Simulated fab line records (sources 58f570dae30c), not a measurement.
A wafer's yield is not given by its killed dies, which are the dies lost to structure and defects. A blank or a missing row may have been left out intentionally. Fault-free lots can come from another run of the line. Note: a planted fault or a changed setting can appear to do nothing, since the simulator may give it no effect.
fab line records	flow berkeley-cmos170
[record] lots = 15	wafers = 45	last-day = 11
route steps=331 shown CONTACT@233
lots that met no fault: from a run of the same line without faults
start-h: hours from the record's first day to the start of the lot's first wafer shown	wait-h: hours since the lot's step before	" identical to the entry in the row above	L1.1+2: several wafers, shown together as one row	- value missing, or start not given	* or withheld: withheld	< > ~ a bound
route shown NAME@n: names a module that has steps shown in the file, with the first one's number in the route	usual: average and standard deviation across the fault-free wafers	same: alike in all rows	chamber/n: place in a boat	sites: per-site readings	_std_site: standard deviation of those values	_edge_site: mean of outer sites minus mean of inner sites	radius-mm: for every site, how far away it sits from the centre of the wafer	mask NAME#n: copy n	behind: tool/chamber where the wafer was last shaped	hold: the reason the lot was held/the length of the hold in hours/how it ended	device: which transistor (n, p or np) failed to switch	end of line: the same wafers' tests at the end of the route	where a step has no rows: the recipe by itself	killed: at the first sort, the dies lost to defects and structure; wafer yield is something else	map: a wafer's dies, marking killed ones x, the rest . and places with no die _
set.NAME: the setting the step ran with; set.NAME@STEP: the setting that earlier step ran with	model.NAME: the simulator's own value behind a step, which no gauge read
route steps across a sampled set of lots; one table per step, one row per wafer
services: from which hour (start-h, from the record's first day; less than 0 if before it) a tool's chamber was out of use, for how many hours, and why
[[steps]]
[step UCB170_CONTACT_ETCH_17]
[recipe] chemistry = N2/H2	target-depth-a = withheld	overetch-a = withheld	target = BARC	time-s = withheld	source-w = 500	bias-w = 100	pressure-mtorr = 30	n2-flow-sccm = 100	h2-flow-sccm = 200
[usual] bias-w = 100.0/0.31	chamber-pressure-mTorr = 29.998/0.029	drypump-motor-current-A = 5.6/0.39	oes-product-au = 1.013/0.025	rf-fwd-power-W = 495.3/2	throttle-valve-pct = 13.26/0.19
lot.wafer	tool	chamber	start-h	wait-h	bias-w	chamber-pressure-mTorr	drypump-motor-current-A	oes-product-au	rf-fwd-power-W	throttle-valve-pct
L613.2	rie-diel-04	0	139.16	0.0	100.1	30.016	5.5	1.044	494.7	13.63
L613.3	"	2	"	"	100.1	30.040	6.3	1.044	495.4	13.02
L613.6	"	2	"	"	100.0	29.994	6.3	1.034	494.3	13.02
L614.2	rie-diel-03	1	157.06	0.0	99.6	30.005	5.7	1.014	492.9	13.01
L614.5	"	1	"	"	100.0	29.976	5.7	1.013	492.0	13.01
L614.6	"	2	"	"	100.2	29.970	5.0	0.976	492.6	13.18
L615.1	rie-diel-04	3	163.48	0.0	100.4	29.974	5.8	1.045	495.0	13.24
L615.2	"	1	"	"	100.0	30.009	5.2	0.990	495.5	13.36
L615.4	"	0	"	"	100.3	30.005	5.5	1.045	493.7	13.65
L620.1	rie-diel-03	0	171.27	0.0	100.1	30.014	5.1	0.999	495.8	13.31
L620.2	"	1	"	"	99.8	30.006	5.7	1.011	494.1	13.01
L620.5	"	3	"	"	100.1	30.052	5.9	0.980	498.3	13.22
L616.1	rie-diel-02	1	175.88	0.0	-	-	-	-	-	-
L616.4	"	3	"	"	-	-	-	-	-	-
L616.6	"	3	"	"	-	-	-	-	-	-
L617.2	rie-diel-04	3	175.88	0.0	-	-	-	-	-	-
L617.3	"	1	"	"	-	-	-	-	-	-
L617.5	"	2	"	"	-	-	-	-	-	-
L619.2	rie-diel-02	2	176.43	0.0	-	-	-	-	-	-
L619.3	"	1	"	"	-	-	-	-	-	-
L619.4	"	3	"	"	-	-	-	-	-	-
L623.1	rie-diel-02	2	184.31	0.0	100.2	30.012	5.7	0.990	496.8	13.49
L623.2	"	0	"	"	99.7	30.029	5.2	1.017	494.7	13.42
L623.3	"	3	"	"	99.9	29.995	5.7	0.983	498.0	13.20
L625.1	rie-diel-04	1	205.93	0.0	99.4	29.982	5.2	1.002	497.0	13.35
L625.2	"	0	"	"	99.5	29.989	5.5	1.053	495.7	13.63
L625.5	"	3	"	"	99.8	29.971	5.8	1.056	493.1	13.21
L627.2	rie-diel-04	1	213.32	0.0	99.6	29.993	5.2	0.993	496.7	13.37
L627.3	"	2	"	"	100.2	30.052	6.4	1.034	495.6	13.02
L627.6	"	1	"	"	100.5	29.989	5.2	0.986	493.9	13.34
L630.2	rie-diel-02	0	217.91	0.0	100.0	29.959	5.2	1.030	496.8	13.44
L630.4	"	3	"	"	99.5	30.029	5.7	0.990	495.0	13.22
L630.6	"	1	"	"	100.3	29.995	5.3	1.007	494.0	13.08
L629.1	rie-diel-04	1	220.37	0.0	100.2	30.019	5.2	1.001	500.7	13.35
L629.5	"	0	"	"	99.8	30.005	5.5	1.066	494.7	13.62
L629.6	"	3	"	"	100.1	29.947	5.8	1.048	490.4	13.23
L631.1	rie-diel-04	0	235.82	0.0	99.9	30.036	5.5	1.056	496.0	13.62
L631.4	"	2	"	"	99.7	30.015	6.3	1.038	494.4	13.01
L631.6	"	0	"	"	100.0	29.962	5.5	1.047	497.4	13.63
L633.1	rie-diel-02	3	245.29	0.0	99.4	29.968	5.7	0.983	495.4	13.22
L633.4	"	1	"	"	99.6	30.024	5.4	1.011	496.0	13.07
L633.6	"	0	"	"	99.8	30.018	5.2	1.012	497.0	13.40
L635.1	rie-diel-03	2	247.40	0.0	99.7	30.011	5.0	0.980	495.3	13.17
L635.4	"	0	"	"	100.0	30.058	5.2	0.986	495.0	13.28
L635.6	"	1	"	"	100.2	29.948	5.7	1.015	491.3	13.01
[step UCB170_CONTACT_ETCH_18]
[recipe] chemistry = CHF3/CF4/Ar	target = PSG	stop-on = TiSi2	CHF3_flow_sccm = 45	cf4-flow-sccm = 15	Ar_flow_sccm = 150	pressure-mtorr = 200	rf-w = 700	target-depth-a = 8400	over-etch-frac = 0.2	time-s = 195
[usual] CHF3_flow_sccm = 44.98/0.13	cf4-flow-sccm = 15.00/0.049	drypump-motor-current-A = 5.6/0.39	oes-product-au = 0.902/0.014	rf-fwd-power-W = 697.9/2.1	throttle-valve-pct = 6.88/0.12
[same] over-etch-frac = 0.2	time-s = 195
lot.wafer	tool	chamber	start-h	wait-h	CHF3_flow_sccm	cf4-flow-sccm	drypump-motor-current-A	oes-product-au	rf-fwd-power-W	rf-hours-counter-h	throttle-valve-pct
L613.2	rie-diel-04	0	-	-	45.06	14.98	5.5	0.914	698.7	93	7.10
L613.3	"	2	"	"	44.90	14.95	6.3	0.902	695.1	117	6.73
L613.6	"	2	"	"	44.87	15.04	6.3	0.907	696.4	-	6.75
L614.2	rie-diel-03	1	-	-	45.12	15.01	5.7	0.918	698.9	19	6.79
L614.5	"	1	"	"	44.82	15.02	5.7	0.909	699.7	-	6.77
L614.6	"	2	"	"	45.05	15.09	5.0	0.891	699.2	-	6.71
L615.1	rie-diel-04	3	-	-	44.85	14.97	5.8	0.904	699.5	43	6.90
L615.2	"	1	"	"	45.01	14.92	5.2	0.900	700.4	2	6.95
L615.4	"	0	"	"	45.02	14.98	5.6	0.939	695.4	95	7.10
L620.1	rie-diel-03	0	-	-	44.79	14.97	5.1	0.890	695.7	21	6.83
L620.2	"	1	"	"	44.99	14.97	5.7	0.935	699.9	19	6.79
L620.5	"	3	"	"	45.18	14.97	5.9	0.885	697.5	-	6.99
L616.1	rie-diel-02	1	-	-	44.70	15.01	5.4	0.382	696.0	78	6.78
L616.4	"	3	"	"	45.06	14.92	5.6	0.375	698.5	94	6.85
L616.6	"	3	"	"	44.90	14.97	5.7	0.375	699.2	-	6.85
L617.2	rie-diel-04	3	-	-	44.93	14.96	5.8	0.377	699.9	43	6.91
L617.3	"	1	"	"	45.41	14.93	5.2	0.381	696.9	3	6.96
L617.5	"	2	"	"	44.97	15.05	6.3	0.377	696.7	-	6.74
L619.2	rie-diel-02	2	-	-	44.94	15.07	5.7	0.376	700.1	83	6.97
L619.3	"	1	"	"	44.95	14.99	5.4	0.376	695.2	79	6.78
L619.4	"	3	"	"	44.88	15.10	5.7	0.373	700.5	95	6.85
L623.1	rie-diel-02	2	-	-	45.05	15.06	5.7	0.909	695.7	83	6.99
L623.2	"	0	"	"	45.12	14.98	5.2	0.913	694.5	148	6.96
L623.3	"	3	"	"	44.95	15.11	5.6	0.894	699.6	95	6.86
L625.1	rie-diel-04	1	-	-	45.02	14.99	5.2	0.887	698.8	4	6.95
L625.2	"	0	"	"	44.98	15.04	5.6	0.917	697.9	97	7.11
L625.5	"	3	"	"	44.78	14.94	5.8	0.893	695.0	-	6.91
L627.2	rie-diel-04	1	-	-	45.24	14.94	5.2	0.898	698.3	5	6.95
L627.3	"	2	"	"	45.04	15.03	6.3	0.894	695.4	122	6.74
L627.6	"	1	"	"	45.17	14.99	5.2	0.894	702.2	-	6.95
L630.2	rie-diel-02	0	-	-	44.95	15.01	5.2	0.917	696.5	0	6.95
L630.4	"	3	"	"	44.96	15.05	5.6	0.896	697.2	97	6.85
L630.6	"	1	"	"	45.12	14.96	5.4	0.905	696.8	-	6.80
L629.1	rie-diel-04	1	-	-	44.85	14.96	5.2	0.898	700.6	5	6.95
L629.5	"	0	"	"	45.01	14.96	5.6	0.920	699.4	-	7.10
L629.6	"	3	"	"	45.12	14.99	5.8	0.904	693.0	-	6.91
L631.1	rie-diel-04	0	-	-	45.05	14.98	5.5	0.923	695.0	99	7.10
L631.4	"	2	"	"	44.87	15.01	6.3	0.907	702.1	-	6.73
L631.6	"	0	"	"	44.85	15.01	5.5	0.913	696.4	-	7.11
L633.1	rie-diel-02	3	-	-	44.96	15.01	5.7	0.881	700.9	98	6.85
L633.4	"	1	"	"	44.85	14.98	5.4	0.897	699.5	83	6.78
L633.6	"	0	"	"	45.00	14.99	5.2	0.912	695.7	-	6.96
L635.1	rie-diel-03	2	-	-	44.84	14.96	5.0	0.889	696.1	138	6.70
L635.4	"	0	"	"	45.07	14.96	5.1	0.883	698.9	25	6.83
L635.6	"	1	"	"	44.94	14.95	5.7	0.916	700.0	-	6.79
[step UCB170_CONTACT_CD_MEAS_90]
[recipe] target-cd-nm = 700
[usual] cd-nm = 700.4/1.6
lot.wafer	tool	chamber	start-h	wait-h	cd-nm
L613.2	cd-sem-02	-	139.63	0.3	700.8
L613.3	"	-	"	"	699.1
L613.6	"	-	"	"	700.4
L614.2	cd-sem-01	-	157.45	0.2	703.1
L614.5	"	-	"	"	700.4
L614.6	"	-	"	"	700.9
L615.1	cd-sem-01	-	163.75	0.1	701.4
L615.2	"	-	"	"	700.6
L615.4	"	-	"	"	700.9
L620.1	cd-sem-02	-	171.53	0.1	698.2
L620.2	"	-	"	"	698.0
L620.5	"	-	"	"	699.2
L616.1	cd-sem-02	-	176.15	0.1	-
L616.4	"	-	"	"	-
L616.6	"	-	"	"	-
L617.2	cd-sem-01	-	176.25	0.2	-
L617.3	"	-	"	"	-
L617.5	"	-	"	"	-
L619.2	cd-sem-01	-	176.73	0.1	-
L619.3	"	-	"	"	-
L619.4	"	-	"	"	-
L623.1	cd-sem-01	-	184.57	0.1	698.1
L623.2	"	-	"	"	699.1
L623.3	"	-	"	"	700.9
L625.1	cd-sem-01	-	206.20	0.1	699.4
L625.2	"	-	"	"	700.6
L625.5	"	-	"	"	701.0
L627.2	cd-sem-02	-	213.61	0.1	697.2
L627.3	"	-	"	"	698.0
L627.6	"	-	"	"	697.5
L630.2	cd-sem-02	-	218.19	0.1	699.9
L630.4	"	-	"	"	701.1
L630.6	"	-	"	"	701.7
L629.1	cd-sem-01	-	220.64	0.1	701.8
L629.5	"	-	"	"	701.6
L629.6	"	-	"	"	700.7
L631.1	cd-sem-02	-	236.09	0.1	700.6
L631.4	"	-	"	"	699.3
L631.6	"	-	"	"	702.5
L633.1	cd-sem-01	-	245.56	0.1	700.2
L633.4	"	-	"	"	702.6
L633.6	"	-	"	"	698.9
L635.1	cd-sem-01	-	247.66	0.1	700.2
L635.4	"	-	"	"	698.8
L635.6	"	-	"	"	699.8
[[services]]
tool	chamber	start-h	hours	kind
rie-diel-03	2	130.52	6.6	repair
rie-diel-03	0	139.13	9.1	repair
rie-diel-02	0	186.63	-	clean
rie-diel-02	0	186.63	22.8	scheduled-down
rie-diel-02	0	186.63	22.8	vent-cycle
rie-diel-03	-	203.80	4.0	pm
rie-diel-04	1	221.83	18.5	repair
rie-diel-04	1	240.86	7.1	repair
[[key]]
[first-sign] step = UCB170_CONTACT_ETCH_17	reading = tool-record	direction = missing
[effect] step = UCB170_CONTACT_ETCH_18	reading = oes-product-au	direction = down	sigmas = 38	usual = 0.902	struck = 0.377
[effect] step = UCB170_CONTACT_CD_MEAS_90	reading = cd-nm	direction = missing
met-at UCB170_CONTACT_ETCH_17
struck-lots L616,L617,L619
later-rows-left-out L616.1,L616.4,L616.6,L617.2,L617.3,L617.5,L619.2,L619.3,L619.4
sort-left-out L616.1,L616.4,L616.6,L617.2,L617.3,L617.5,L619.2,L619.3,L619.4
tester-left-out L616,L617,L619
onset-between 163.48 175.88
[fault] kind = skipped-step-whole	tool = rie-diel-02,rie-diel-04	chamber = -	onset-h = 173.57	steps = UCB170_CONTACT_ETCH_17	scope = struck-lots-only
// tester-left-out: of these lots the tester's yield and bins aren't shown, on N5 and GAA mostly nor the transistor test; their killed dies are dies lost to structure and defects alone, not to doping, threshold or leakage, so they don't give the yield
// sort-left-out: the simulated sort isn't trusted on such a fault, so these wafers' sort isn't shown, and their yield isn't known
// later-rows-left-out: the simulator's readings of these wafers behind a module that went badly wrong aren't trusted and aren't shown, but for the sort
